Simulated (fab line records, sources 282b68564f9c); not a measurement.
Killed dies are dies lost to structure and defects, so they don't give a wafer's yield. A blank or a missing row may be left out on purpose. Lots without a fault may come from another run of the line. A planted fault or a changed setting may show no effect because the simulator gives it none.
Split-lot experiment | flow rit_cmos | 5 lots, 17 wafers read, on a route of 202 steps

THE SPLIT
At RIT_GATE_DEVELOP_15 (develop time 50 s), the setting develop_time_s was moved away from the recipe's 50 s on 4 of the 17 wafers read, by -54.8% to -41.1%. The other wafers ran this setting at the recipe's value.

FROM THE SPLIT TO THE READING: what the file shows between them, 6 steps
- RIT_CONTACT_CVD_00: deposits SiO2 from TEOS, target thk 400 nm, time 61 s (also split here: time_s)
- RIT_CONTACT_THK_MEAS_01
- RIT_CONTACT_HMDS_02: prime time 60 s
- RIT_CONTACT_COAT_03: resist thk 1000 nm
- RIT_CONTACT_HARDBAKE_10: time 60 s
- RIT_CONTACT_ETCH_11: etches SiO2 in CHF3/CF4/Ar, stops on TiSi2, target depth 480 nm, time 320 s

THE READING
etest.nmos_0p15.drive_ua_um (the simulator's own value, which no gauge read), at RIT_M1_PROBE_99. The file gives no usual value for it. The 13 wafers here that ran the recipe average 458.0, standard deviation 14.

wafer  | tool, chamber at the split | develop_time_s as run, s | against the recipe | etest.nmos_0p15.drive_ua_um | against lot-mates on the recipe
L075.4 | litho_track-03, 0          | 50                       | recipe             | 472.3                       | -
L075.6 | litho_track-03, 0          | 50                       | recipe             | 481.2                       | -
L079.1 | litho_track-04, 0          | 50                       | recipe             | 439.7                       | -
L079.2 | litho_track-04, 0          | 50                       | recipe             | 448.9                       | -
L079.3 | litho_track-04, 0          | 29.47                    | -41.1%             | 258.5                       | -181.1
L079.4 | litho_track-04, 0          | 29.47                    | -41.1%             | 256.8                       | -182.8
L079.5 | litho_track-04, 0          | 29.47                    | -41.1%             | 261.5                       | -178.1
L079.6 | litho_track-04, 0          | 50                       | recipe             | 430.2                       | -
L081.3 | litho_track-03, 0          | 50                       | recipe             | 455.8                       | -
L081.4 | litho_track-03, 0          | 50                       | recipe             | 443.8                       | -
L081.6 | litho_track-03, 0          | 50                       | recipe             | 456.6                       | -
L083.3 | litho_track-03, 0          | 50                       | recipe             | 470.3                       | -
L083.4 | litho_track-03, 0          | 50                       | recipe             | 465.2                       | -
L083.5 | litho_track-03, 0          | 50                       | recipe             | 473.4                       | -
L084.1 | litho_track-04, 0          | 50                       | recipe             | 463.9                       | -
L084.4 | litho_track-04, 0          | 50                       | recipe             | 452.5                       | -
L084.5 | litho_track-04, 0          | 22.62                    | -54.8%             | 206.3                       | -251.9

THE FIT
A straight line over all 17 wafers: etest.nmos_0p15.drive_ua_um changes by +4.75 for each +1% of develop_time_s; r = +0.99; the points scatter about the line by 14.
The same after taking each lot's own level away (the mean of its wafers on the recipe; 17 wafers): +4.48 for each +1%; r = +1.00; scatter 5.8.
On that fit, the largest move of develop_time_s shifts the reading by 2.5e+02.
The lots' own levels span 439.60 to 476.75, that is 2.6 times the standard deviation above.
So the lot-to-lot level changes the slope little: the two slopes agree.
Check: with one of the wafers moved furthest among these (-54.8%) left out of the fit, the line predicts -241 for it against its lot-mates. It came out at -252 against them.

OTHER SPLITS ON THESE WAFERS
These wafers also went through other splits before the reading. Each is held against what the fit with the lots' levels taken away leaves over:
other split on the same wafers    | wafers away from the commonest value | r with etest.nmos_0p15.drive_ua_um (lot level and that fit taken away)
RIT_ACTIVE_OXIDATION_01 ox_time_s | 11                                   | -0.05
RIT_CONTACT_CVD_00 time_s         | 3                                    | +0.19

THE WHOLE CHAIN: every reading that the file lists as answering this split, in the file's order
step            | what it does | reading                                                                        | change (the file's fit)           | r (the file's)
RIT_M1_PROBE_99 |              | etest.pmos_0p15.r_on_ohm_um (the simulator's own value, which no gauge read)   | -54.1 for each +1% of the setting | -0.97
RIT_M1_PROBE_99 |              | etest.pmos_0p3.r_on_ohm_um (the simulator's own value, which no gauge read)    | -48.7 for each +1% of the setting | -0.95
RIT_M1_PROBE_99 |              | etest.pmos_turned.r_on_ohm_um (the simulator's own value, which no gauge read) | -48.6 for each +1% of the setting | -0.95
RIT_M1_PROBE_99 |              | etest.nmos_0p15.r_on_ohm_um (the simulator's own value, which no gauge read)   | -18.9 for each +1% of the setting | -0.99
RIT_M1_PROBE_99 |              | etest.nmos_0p3.r_on_ohm_um (the simulator's own value, which no gauge read)    | -14.4 for each +1% of the setting | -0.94
RIT_M1_PROBE_99 |              | etest.nmos_0p15.drive_ua_um (the simulator's own value, which no gauge read)   | +4.49 for each +1% of the setting | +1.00

THE FILE'S OWN FIT
etest.nmos_0p15.drive_ua_um changes by +4.49 for each +1% of develop_time_s, r = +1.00.
